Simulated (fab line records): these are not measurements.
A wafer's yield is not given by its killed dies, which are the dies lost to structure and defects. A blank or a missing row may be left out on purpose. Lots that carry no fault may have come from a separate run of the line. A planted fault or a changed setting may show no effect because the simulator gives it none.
Split-lot experiment | flow rit_cmos | 5 lots, 23 wafers read, on a route of 202 steps

## THE SPLIT
At RIT_ACTIVE_CVD_03 (deposits Si3N4 from SiH2Cl2/NH3, target thk 150 nm, time 1500 s), the setting nh3_flow_sccm was moved away from the recipe's 150 sccm on 15 of the 23 wafers read, by -13.4% to +12.6%. For the rest of the wafers, this setting stayed at what the recipe calls for.

## FROM THE SPLIT TO THE READING: what the file shows between them, 5 steps
- RIT_ACTIVE_DEVELOP_10: develop time 50 s (also split here: dev_temp_c)
- RIT_ACTIVE_HARDBAKE_12: time 60 s
- RIT_ACTIVE_CLEAN_16: cleans in dHF, time 30 s
- RIT_ACTIVE_CLEAN_17: cleans in SC2, time 600 s
- RIT_FOX1_OXIDATION_00: target thk 350.7 nm, ox time 1130 s

## THE READING
Si3N4_of_ACTIVE_CVD_03.thk_nm (the simulator's own value, which no gauge read), in nm, at RIT_FOX2_OXIDATION_00 (target thk 350.7 nm, ox time 1130 s). The file gives no usual value for it. Average 130.8 nm, standard deviation 0.84 nm, over the 8 wafers here run with the recipe.

wafer  | tool, chamber at the split | nh3_flow_sccm as run, sccm | against the recipe | Si3N4_of_ACTIVE_CVD_03.thk_nm, nm | against lot-mates on the recipe
L079.1 | -, -                       | 168.9                      | +12.6%             | 143.9                             | no lot-mate on the recipe
L079.2 | -, -                       | 168.9                      | +12.6%             | 142.8                             | no lot-mate on the recipe
L079.3 | -, -                       | 168.9                      | +12.6%             | 143.5                             | no lot-mate on the recipe
L079.4 | -, -                       | 168.9                      | +12.6%             | 144.6                             | no lot-mate on the recipe
L079.6 | -, -                       | 168.9                      | +12.6%             | 144.2                             | no lot-mate on the recipe
L080.1 | -, -                       | 150                        | recipe             | 129.9                             | -
L080.3 | -, -                       | 150                        | recipe             | 132                               | -
L080.4 | -, -                       | 150                        | recipe             | 130.1                             | -
L080.5 | -, -                       | 150                        | recipe             | 131                               | -
L080.6 | -, -                       | 150                        | recipe             | 130.5                             | -
L081.1 | -, -                       | 161.7                      | +7.8%              | 138.7                             | no lot-mate on the recipe
L081.2 | -, -                       | 161.7                      | +7.8%              | 139.2                             | no lot-mate on the recipe
L081.3 | -, -                       | 161.7                      | +7.8%              | 139.2                             | no lot-mate on the recipe
L081.5 | -, -                       | 161.7                      | +7.8%              | 138.4                             | no lot-mate on the recipe
L081.6 | -, -                       | 161.7                      | +7.8%              | 139.4                             | no lot-mate on the recipe
L083.1 | lpcvd-02, 0                | 150                        | recipe             | 131.8                             | -
L083.2 | lpcvd-02, 0                | 150                        | recipe             | 129.8                             | -
L083.3 | lpcvd-02, 0                | 150                        | recipe             | 131.7                             | -
L084.1 | -, -                       | 129.9                      | -13.4%             | 116.3                             | no lot-mate on the recipe
L084.2 | -, -                       | 129.9                      | -13.4%             | 116.4                             | no lot-mate on the recipe
L084.3 | -, -                       | 129.9                      | -13.4%             | 117                               | no lot-mate on the recipe
L084.5 | -, -                       | 129.9                      | -13.4%             | 116.7                             | no lot-mate on the recipe
L084.6 | -, -                       | 129.9                      | -13.4%             | 117.2                             | no lot-mate on the recipe

THE FIT
A straight line over all 23 wafers: Si3N4_of_ACTIVE_CVD_03.thk_nm changes by +1.04 nm for each +1% of nh3_flow_sccm; r = +1.00; the points scatter about the line by 0.65 nm.
Too few moved wafers with a lot-mate on the recipe to fit a line net of each lot's own level.

## THE WHOLE CHAIN: every reading that the file lists as answering this split, in the file's order
step                  | what it does                        | reading                                                                        | change (the file's fit)              | r (the file's)
RIT_FOX1_OXIDATION_00 | target thk 350.7 nm, ox time 1130 s | Si3N4_of_ACTIVE_CVD_03.thk_nm (the simulator's own value, which no gauge read) | +1.06 nm for each +1% of the setting | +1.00
RIT_FOX2_OXIDATION_00 | target thk 350.7 nm, ox time 1130 s | Si3N4_of_ACTIVE_CVD_03.thk_nm (the simulator's own value, which no gauge read) | +1.04 nm for each +1% of the setting | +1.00

## FILE'S OWN FIT
Si3N4_of_ACTIVE_CVD_03.thk_nm changes by +1.04 nm for each +1% of nh3_flow_sccm, r = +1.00.
